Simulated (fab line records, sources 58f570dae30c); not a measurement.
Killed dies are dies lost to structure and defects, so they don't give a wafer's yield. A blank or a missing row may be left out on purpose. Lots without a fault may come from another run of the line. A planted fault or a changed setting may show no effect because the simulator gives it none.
Which tool did it? | flow berkeley_cmos170 | 13 lots, 39 wafers sampled, at 6 steps of a route of 331

WHAT THE GAUGES READ, wafer by wafer
UCB170_NWELL_THK_MEAS_05. Usual: NWELL_NITRIDE_THK 223.5 nm, standard deviation 2.1.
lot  | measured    | on            | NWELL_NITRIDE_THK (nm) | flag
L293 | day 2 07:52 | film_metro-03 | 224.0 223.8 222.3      |
L294 | day 2 13:55 | film_metro-02 | 220.6 220.6 221.4      |
L295 | day 2 13:55 | film_metro-04 | 222.6 223.7 223.1      |
L296 | day 2 20:28 | film_metro-04 | 223.0 221.1 222.6      |
L297 | day 3 04:03 | film_metro-03 | 221.5 220.0 219.7      |
L299 | day 3 10:45 | film_metro-04 | 221.2 226.1 223.5      |
L300 | day 3 12:50 | film_metro-04 | 220.1 220.2 218.4      |
L301 | day 3 18:00 | film_metro-03 | 156.5 154.1 157.2      | OFF
L311 | day 6 08:02 | film_metro-03 | 220.8 223.0 222.4      |
L312 | day 6 08:01 | film_metro-04 | 220.9 224.6 223.4      |
L313 | day 6 13:22 | film_metro-04 | 223.2 223.3 222.7      |
L315 | day 6 21:07 | film_metro-02 | 224.6 226.3 226.5      |
L316 | day 7 00:09 | film_metro-02 | 226.3 224.5 223.9      |

UCB170_PFIELD_OVL_MEAS_06. Usual: PFIELD_OVL 2 nm, standard deviation 6.4.
lot  | measured    | on         | PFIELD_OVL (nm) | flag
L293 | day 3 21:54 | overlay-02 | 14 12 19        |
L294 | day 4 10:13 | overlay-01 | 6 1 -1          |
L295 | day 4 09:29 | overlay-02 | -1 -10 -8       |
L296 | day 4 17:04 | overlay-01 | 8 2 13          |
L297 | day 5 01:16 | overlay-02 | 9 6 14          |
L299 | day 5 09:53 | overlay-02 | 0 0 -2          |
L300 | day 5 10:28 | overlay-01 | -10 2 -9        |
L301 | day 5 21:48 | overlay-01 | -1 4 -9         |
L311 | day 8 06:55 | overlay-02 | -2 3 -1         |
L312 | day 8 05:31 | overlay-01 | -3 -4 0         |
L313 | day 8 14:12 | overlay-02 | -7 -3 -9        |
L315 | day 8 13:37 | overlay-01 | 0 8 1           |
L316 | day 8 14:13 | overlay-01 | 2 5 11          |

UCB170_SDANNEAL_RS_MEAS_05: measures by four-point-probe. Usual: NLDD_RS 617.1 ohm/sq, standard deviation 1.4.
lot  | measured     | on            | NLDD_RS (ohm/sq)  | flag
L293 | day 6 11:44  | film_metro-01 | 616.0 617.3 617.5 |
L294 | day 7 02:07  | film_metro-01 | 619.0 618.9 619.8 |
L295 | day 7 02:32  | film_metro-03 | 616.5 617.1 616.3 |
L296 | day 7 12:04  | film_metro-03 | 616.4 615.9 615.1 |
L297 | day 7 12:11  | film_metro-01 | 618.4 617.5 616.2 |
L299 | day 8 00:38  | film_metro-03 | 615.7 616.1 617.1 |
L300 | day 8 01:10  | film_metro-01 | 615.9 617.1 616.0 |
L301 | day 8 04:26  | film_metro-03 | 615.9 615.9 617.7 |
L311 | day 10 10:22 | film_metro-02 | 619.7 618.9 619.7 |
L312 | day 10 09:43 | film_metro-01 | 615.7 615.7 616.1 |
L313 | day 10 20:32 | film_metro-01 | 616.3 616.9 618.3 |
L315 | day 10 20:52 | film_metro-02 | 619.2 616.7 618.4 |
L316 | day 10 20:43 | film_metro-03 | 617.9 617.9 617.5 |

WHICH TOOL RAN EACH LOT (tool, then ch and the chambers of the sampled wafers, then the start)
lot  | UCB170_NWELL_CVD_04        | UCB170_NWELL_ETCH_13              | UCB170_PWELL_STRIP_16
L293 | lpcvd-02 ch 1, day 2 05:55 | rie_diel-01 ch 0,1,2, day 2 09:08 | plasma_asher-03 ch 0,1, day 3 00:07
L294 | lpcvd-02 ch 0, day 2 11:59 | rie_diel-04 ch 0,1,2, day 2 14:51 | plasma_asher-03 ch 0,1, day 3 08:43
L295 | lpcvd-02 ch 0, day 2 11:59 | rie_diel-01 ch 0,1,2, day 2 14:58 | plasma_asher-03 ch 1, day 3 08:50
L296 | lpcvd-01 ch 1, day 2 18:31 | rie_diel-03 ch 0,1,3, day 2 21:23 | plasma_asher-03 ch 0,1, day 3 13:08
L297 | lpcvd-02 ch 0, day 3 02:07 | rie_diel-03 ch 0,2, day 3 05:18   | plasma_asher-01 ch 0,1, day 3 21:24
L299 | lpcvd-02 ch 1, day 3 08:49 | rie_diel-04 ch 0,1,2, day 3 12:23 | plasma_asher-01 ch 0,1, day 4 04:17
L300 | lpcvd-02 ch 1, day 3 10:53 | rie_diel-03 ch 0,3, day 3 14:32   | plasma_asher-03 ch 0,1, day 4 04:02
L301 | lpcvd-02 ch 1, day 3 16:04 | rie_diel-04 ch 0,1,2, day 3 18:56 | plasma_asher-03 ch 0,1, day 4 13:14
L311 | lpcvd-01 ch 0, day 6 06:05 | rie_diel-03 ch 0,3, day 6 09:12   | plasma_asher-03 ch 0,1, day 7 00:32
L312 | lpcvd-01 ch 1, day 6 06:05 | rie_diel-01 ch 0,3, day 6 09:28   | plasma_asher-02 ch 0,1, day 7 00:24
L313 | lpcvd-01 ch 0, day 6 11:26 | rie_diel-01 ch 1,2,3, day 6 14:38 | plasma_asher-03 ch 0,1, day 7 10:54
L315 | lpcvd-01 ch 0, day 6 19:10 | rie_diel-01 ch 1,2,3, day 6 22:29 | plasma_asher-03 ch 0,1, day 7 13:06
L316 | lpcvd-01 ch 1, day 6 22:13 | rie_diel-01 ch 1,2, day 7 01:05   | plasma_asher-01 ch 0,1, day 7 13:15
- UCB170_NWELL_CVD_04: deposits Si3N4 from SiH2Cl2/NH3, target thk 224 nm, time 3360 s.
- UCB170_NWELL_ETCH_13: etches Si3N4 in CH3F/Ar/O2, stops on SiO2, target depth 246.4 nm, time 154 s.
- UCB170_PWELL_STRIP_16: strips in O2.

WHAT THE TOOLS THEMSELVES READ (means of the sampled wafers that have a number; where no wafer has one, the mark that the record gives instead)
UCB170_NWELL_CVD_04. Usual: nh3_flow_sccm 75.02 sccm, standard deviation 0.23; pressure_mtorr 200.0 mTorr, standard deviation 0.39.
lot  | tool     | nh3_flow_sccm (sccm) | pressure_mtorr (mTorr) | flag
L293 | lpcvd-02 | 74.98                | 200.1                  |
L294 | lpcvd-02 | 75.00                | 199.6                  |
L295 | lpcvd-02 | 74.71                | 200.1                  |
L296 | lpcvd-01 | 75.10                | 200.3                  |
L297 | lpcvd-02 | 75.08                | 199.7                  |
L299 | lpcvd-02 | 75.05                | 200.2                  |
L300 | lpcvd-02 | 75.06                | 199.9                  |
L301 | lpcvd-02 | 75.07                | 200.1                  |
L311 | lpcvd-01 | 75.18                | 199.3                  |
L312 | lpcvd-01 | 74.85                | 200.4                  |
L313 | lpcvd-01 | 74.87                | 200.6                  |
L315 | lpcvd-01 | 74.98                | 199.8                  |
L316 | lpcvd-01 | 74.91                | 199.9                  |

UCB170_NWELL_ETCH_13. Usual: drypump_motor_current_A 5.8 A, standard deviation 0.44; oes_product_au 0.942 a.u., standard deviation 0.016; throttle_valve_pct 8.04 %, standard deviation 0.13.
lot  | tool        | drypump_motor_current_A (A) | oes_product_au (a.u.) | throttle_valve_pct (%) | flag
L293 | rie_diel-01 | 6.0                         | 0.938                 | 8.06                   |
L294 | rie_diel-04 | 5.7                         | 0.954                 | 7.98                   |
L295 | rie_diel-01 | 6.0                         | 0.938                 | 8.06                   |
L296 | rie_diel-03 | 5.5                         | 0.937                 | 8.01                   |
L297 | rie_diel-03 | 5.4                         | 0.930                 | 8.09                   |
L299 | rie_diel-04 | 5.7                         | 0.957                 | 7.98                   |
L300 | rie_diel-03 | 5.3                         | 0.925                 | 8.09                   |
L301 | rie_diel-04 | 5.7                         | 0.778                 | 7.97                   | OFF
L311 | rie_diel-03 | 5.7                         | 0.924                 | 8.11                   |
L312 | rie_diel-01 | 6.0                         | 0.942                 | 8.19                   |
L313 | rie_diel-01 | 6.1                         | 0.947                 | 8.04                   |
L315 | rie_diel-01 | 6.1                         | 0.955                 | 8.04                   |
L316 | rie_diel-01 | 6.1                         | 0.946                 | 7.99                   |

UCB170_PWELL_STRIP_16. Usual: drypump_motor_current_A 5.5 A, standard deviation 0.48; oes_product_au 0.721 a.u., standard deviation 0.0047; strip_time_to_endpoint_s 18.10 s, standard deviation 0.092.
lot  | tool            | drypump_motor_current_A (A) | oes_product_au (a.u.) | strip_time_to_endpoint_s (s) | flag
L293 | plasma_asher-03 | 5.9                         | 0.721                 | 18.14                        |
L294 | plasma_asher-03 | 5.9                         | 0.721                 | 18.15                        |
L295 | plasma_asher-03 | 5.1                         | 0.721                 | 18.02                        |
L296 | plasma_asher-03 | 5.5                         | 0.724                 | 18.13                        |
L297 | plasma_asher-01 | 5.3                         | 0.718                 | 18.17                        |
L299 | plasma_asher-01 | 5.2                         | 0.721                 | 18.18                        |
L300 | plasma_asher-03 | 5.9                         | 0.717                 | 18.07                        |
L301 | plasma_asher-03 | 5.9                         | 0.722                 | 18.05                        |
L311 | plasma_asher-03 | 5.9                         | 0.722                 | 18.20                        |
L312 | plasma_asher-02 | 5.6                         | 0.722                 | 18.04                        |
L313 | plasma_asher-03 | 5.9                         | 0.721                 | 18.11                        |
L315 | plasma_asher-03 | 5.9                         | 0.717                 | 18.01                        |
L316 | plasma_asher-01 | 5.3                         | 0.722                 | 18.23                        |

THE ANSWER, worked out from the rows above alone
Rule: a lot is off if the mean of its wafers that have a number lies more than 3 standard deviations from the usual mean. A lot without any number at a reading at which 4 lots or more have one is off too. The other lots that the step has rows for count as sound. The gauges are gone through in route order, then the tools' own readings, and for those a lot's mean is taken as printed above. The first step at which some lot is off is used, and at that step the reading that is off furthest; a lot without a number counts as furthest.
Off: L301, at UCB170_NWELL_THK_MEAS_05 (NWELL_NITRIDE_THK).
A tool fits if, at a process step before that reading, it ran every lot that is off, and no sound lot after the first of them. The gauges at UCB170_NWELL_THK_MEAS_05 aren't tried: what is off there is off at UCB170_NWELL_ETCH_13 too, on other tools, and a gauge's error can't cause that. One fits: lpcvd-02 at UCB170_NWELL_CVD_04. Its last sound lot is L300 (day 3 10:53), its first lot that is off L301 (day 3 16:04): a fault that began between those two fits.

WHAT THE SIMULATOR HAD PUT IN
Process parameter drift: lpcvd-02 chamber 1, from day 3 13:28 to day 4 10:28, at UCB170_NWELL_CVD_04. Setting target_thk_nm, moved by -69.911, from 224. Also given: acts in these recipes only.
Lots struck among those shown: L301. The rule above found the same.
